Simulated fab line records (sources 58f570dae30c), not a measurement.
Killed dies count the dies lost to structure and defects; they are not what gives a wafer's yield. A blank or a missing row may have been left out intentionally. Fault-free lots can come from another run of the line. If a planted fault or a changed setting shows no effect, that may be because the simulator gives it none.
Chamber matching / flow berkeley cmos170 / 4 sister chambers for UCB170_CONTACT_ETCH_17 on rie diel-03
The step etches BARC in N2/H2. 14 wafers are shown with their chamber, then 7 later ones without.

WAFERS PAIRED WITH THEIR CHAMBERS
wafer=L149.1; chamber=3; throttle valve pct (%)=13.22; oes product au (a.u.)=0.987
wafer=L149.3; chamber=0; throttle valve pct (%)=13.25; oes product au (a.u.)=1.004
wafer=L149.6; chamber=2; throttle valve pct (%)=13.25; oes product au (a.u.)=1.006
wafer=L154.2; chamber=1; throttle valve pct (%)=13.15; oes product au (a.u.)=0.998
wafer=L154.4; chamber=3; throttle valve pct (%)=13.22; oes product au (a.u.)=0.985
wafer=L154.6; chamber=1; throttle valve pct (%)=13.16; oes product au (a.u.)=1.000
wafer=L152.1; chamber=1; throttle valve pct (%)=13.14; oes product au (a.u.)=0.988
wafer=L152.2; chamber=0; throttle valve pct (%)=13.23; oes product au (a.u.)=0.993
wafer=L152.6; chamber=0; throttle valve pct (%)=13.24; oes product au (a.u.)=0.994
wafer=L158.2; chamber=1; throttle valve pct (%)=13.17; oes product au (a.u.)=0.996
wafer=L158.4; chamber=2; throttle valve pct (%)=13.22; oes product au (a.u.)=0.999
wafer=L158.5; chamber=1; throttle valve pct (%)=13.15; oes product au (a.u.)=1.002
wafer=L160.2; chamber=2; throttle valve pct (%)=13.24; oes product au (a.u.)=1.009
wafer=L160.3; chamber=0; throttle valve pct (%)=13.23; oes product au (a.u.)=0.997

SIGNATURES (averages over the wafers above)
reading=throttle valve pct; chamber 0=13.2375; chamber 1=13.1540; chamber 2=13.2367; chamber 3=13.2200; scatter within a chamber=0.0112
reading=oes product au; chamber 0=0.99700; chamber 1=0.99680; chamber 2=1.00467; chamber 3=0.98600; scatter within a chamber=0.00495
Rule: distance of a wafer from a chamber = root of the sum over the readings of ((wafer's reading minus chamber's mean) / reading's scatter) squared. If the next closest chamber is less than 2 further off than the closest, the wafer can't be placed; otherwise it belongs to the closest. How the scatter is found: for the shown wafers, subtract from each reading the mean of its chamber, square and add these, divide the total by (wafers less chambers), then take the root.

WAFERS MISSING THEIR CHAMBER
wafer=L160.4; throttle valve pct (%)=13.23; oes product au (a.u.)=0.977
wafer=L163.3; throttle valve pct (%)=13.23; oes product au (a.u.)=0.991
wafer=L163.4; throttle valve pct (%)=13.24; oes product au (a.u.)=1.008
wafer=L163.6; throttle valve pct (%)=13.22; oes product au (a.u.)=0.998
wafer=L165.1; throttle valve pct (%)=13.14; oes product au (a.u.)=1.004
wafer=L165.4; throttle valve pct (%)=13.24; oes product au (a.u.)=0.998
wafer=L165.6; throttle valve pct (%)=13.23; oes product au (a.u.)=0.981

WHICH CHAMBER EACH ONE RAN IN
wafer=L160.4; from the rows above=3; in truth=3
wafer=L163.3; from the rows above=can't be placed: 3 or 0 or 2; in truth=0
wafer=L163.4; from the rows above=can't be placed: 2 or 0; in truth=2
wafer=L163.6; from the rows above=can't be placed: 0 or 2 or 3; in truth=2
wafer=L165.1; from the rows above=1; in truth=1
wafer=L165.4; from the rows above=can't be placed: 0 or 2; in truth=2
wafer=L165.6; from the rows above=can't be placed: 3 or 0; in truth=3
Placed correctly: 2 of 7. Cannot be placed on the basis of these rows: 5; the candidates contain the true chamber in 5. Number placed wrongly: 0.
